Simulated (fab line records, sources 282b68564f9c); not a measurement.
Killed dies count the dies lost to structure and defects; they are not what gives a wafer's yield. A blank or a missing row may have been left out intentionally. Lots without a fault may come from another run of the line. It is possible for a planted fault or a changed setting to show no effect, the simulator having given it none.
Which tool was responsible? + flow rit_cmos + 14 lots with 42 wafers sampled at 3 steps, on a route of 202 steps

WHAT EACH GAUGE READ, for each wafer
RIT_PSD_TW_MEAS_10. Usual: PSD_TW gives 3437 (standard deviation 24).
| lot  | measured    | on            | PSD_TW         | flag |
|------|-------------|---------------|----------------|------|
| L580 | day 3 04:43 | film_metro-02 | 3424 3431 3421 |      |
| L581 | day 3 07:34 | film_metro-04 | 3447 3457 3443 |      |
| L582 | day 3 12:41 | film_metro-03 | 3612 3626 3615 | OFF  |
| L587 | day 4 14:10 | film_metro-02 | 3395 3374 3406 |      |
| L589 | day 5 03:29 | film_metro-03 | 3619 3612 3616 | OFF  |
| L594 | day 6 01:46 | film_metro-04 | 3471 3469 3479 |      |
| L595 | day 6 04:25 | film_metro-03 | 3472 3451 3473 |      |
| L596 | day 6 09:43 | film_metro-02 | 3392 3415 3396 |      |
| L597 | day 6 15:16 | film_metro-04 | 3478 3463 3471 |      |
| L598 | day 6 21:34 | film_metro-03 | 3445 3453 3446 |      |
| L599 | day 7 05:20 | film_metro-02 | 3398 3407 3424 |      |
| L600 | day 7 10:37 | film_metro-03 | 3429 3446 3419 |      |
| L601 | day 7 11:59 | film_metro-03 | 3441 3442 3456 |      |
| L602 | day 7 17:32 | film_metro-02 | 3403 3421 3420 |      |

RIT_SDANNEAL_RS_MEAS_04: a four-point-probe measurement. Usual: PSD_RS gives 116.1 ohm/sq (standard deviation 0.3).
| lot  | measured    | on            | PSD_RS (ohm/sq)   | flag |
|------|-------------|---------------|-------------------|------|
| L580 | day 3 05:14 | film_metro-03 | 116.4 116.2 115.8 |      |
| L581 | day 3 08:05 | film_metro-03 | 116.4 116.1 116.2 |      |
| L582 | day 3 13:15 | film_metro-02 | 107.0 107.3 107.6 | OFF  |
| L587 | day 4 14:40 | film_metro-03 | 116.1 116.0 116.0 |      |
| L589 | day 5 04:00 | film_metro-03 | 108.1 108.2 108.2 | OFF  |
| L594 | day 6 02:21 | film_metro-04 | 116.0 115.6 115.8 |      |
| L595 | day 6 04:58 | film_metro-02 | 115.8 116.2 116.2 |      |
| L596 | day 6 10:18 | film_metro-04 | 115.8 116.0 116.0 |      |
| L597 | day 6 15:52 | film_metro-04 | 115.8 115.9 116.1 |      |
| L598 | day 6 22:05 | film_metro-04 | 116.3 115.9 116.0 |      |
| L599 | day 7 05:50 | film_metro-02 | 116.3 115.8 116.3 |      |
| L600 | day 7 11:20 | film_metro-03 | 116.9 116.4 116.4 |      |
| L601 | day 7 12:54 | film_metro-02 | 116.2 116.0 116.2 |      |
| L602 | day 7 18:04 | film_metro-03 | 116.0 115.7 116.0 |      |

WHICH TOOL RAN EACH LOT (tool, then ch and the chambers of the sampled wafers, then the start)
| lot  | RIT_PSD_IMPLANT_08             |
|------|--------------------------------|
| L580 | implanter-04 ch 0, day 3 04:24 |
| L581 | implanter-04 ch 0, day 3 07:14 |
| L582 | implanter-03 ch 0, day 3 12:04 |
| L587 | implanter-04 ch 0, day 4 13:52 |
| L589 | implanter-04 ch 0, day 5 02:53 |
| L594 | implanter-03 ch 0, day 6 01:28 |
| L595 | implanter-03 ch 0, day 6 04:05 |
| L596 | implanter-03 ch 0, day 6 09:26 |
| L597 | implanter-04 ch 0, day 6 14:56 |
| L598 | implanter-01 ch 0, day 6 21:15 |
| L599 | implanter-03 ch 0, day 7 05:01 |
| L600 | implanter-04 ch 0, day 7 10:16 |
| L601 | implanter-04 ch 0, day 7 11:41 |
| L602 | implanter-03 ch 0, day 7 17:14 |
- RIT_PSD_IMPLANT_08

WHAT THE TOOLS THEMSELVES READ (means of the sampled wafers that have a number; where no wafer has one, the mark that the record gives instead)
RIT_PSD_IMPLANT_08. Usual: beam_on_s 13.1 s, standard deviation 0.73; dose_ions_cm2 4.929e+15, standard deviation 5.4e+12; faraday_current_uA 11564, standard deviation 640.
| lot  | tool         | beam_on_s (s) | dose_ions_cm2 | faraday_current_uA | flag |
|------|--------------|---------------|---------------|--------------------|------|
| L580 | implanter-04 | 13.6          | 4.928e+15     | 11116              |      |
| L581 | implanter-04 | 13.9          | 4.926e+15     | 10973              |      |
| L582 | implanter-03 | 12.2          | 4.934e+15     | 12417              |      |
| L587 | implanter-04 | 13.9          | 4.940e+15     | 10922              |      |
| L589 | implanter-04 | 13.7          | 4.929e+15     | 11094              |      |
| L594 | implanter-03 | 12.3          | 4.935e+15     | 12389              |      |
| L595 | implanter-03 | 12.2          | 4.931e+15     | 12363              |      |
| L596 | implanter-03 | 12.1          | 4.927e+15     | 12593              |      |
| L597 | implanter-04 | 13.8          | 4.930e+15     | 10935              |      |
| L598 | implanter-01 | 13.4          | 4.923e+15     | 11314              |      |
| L599 | implanter-03 | 12.2          | 4.930e+15     | 12351              |      |
| L600 | implanter-04 | 13.5          | 4.929e+15     | 11226              |      |
| L601 | implanter-04 | 13.8          | 4.934e+15     | 11016              |      |
| L602 | implanter-03 | 12.4          | 4.935e+15     | 12220              |      |

THE ANSWER, worked out from the rows above alone
Rule: lot off if the mean of its wafers having a number is beyond 3 standard deviations from the usual mean. Also off: a lot with no number at a reading for which 4 or more lots have one. Where the step has rows for the other lots, those lots are counted as sound. First the gauges in route order, then the tools' own readings, where a lot's mean is used as printed above. At the first step where some lot is off, the reading lying furthest off is the one used; lots without a number count as furthest.
Off: L582, L589, at RIT_PSD_TW_MEAS_10 (PSD_TW).
If a tool, at a process step before that reading, ran all the lots that are off and no sound lot after the first of them, it fits. Those tools and the gauges at RIT_PSD_TW_MEAS_10 are tried in the same way. Of those tried, none fits.

WHAT THE SIMULATOR HAD INSERTED
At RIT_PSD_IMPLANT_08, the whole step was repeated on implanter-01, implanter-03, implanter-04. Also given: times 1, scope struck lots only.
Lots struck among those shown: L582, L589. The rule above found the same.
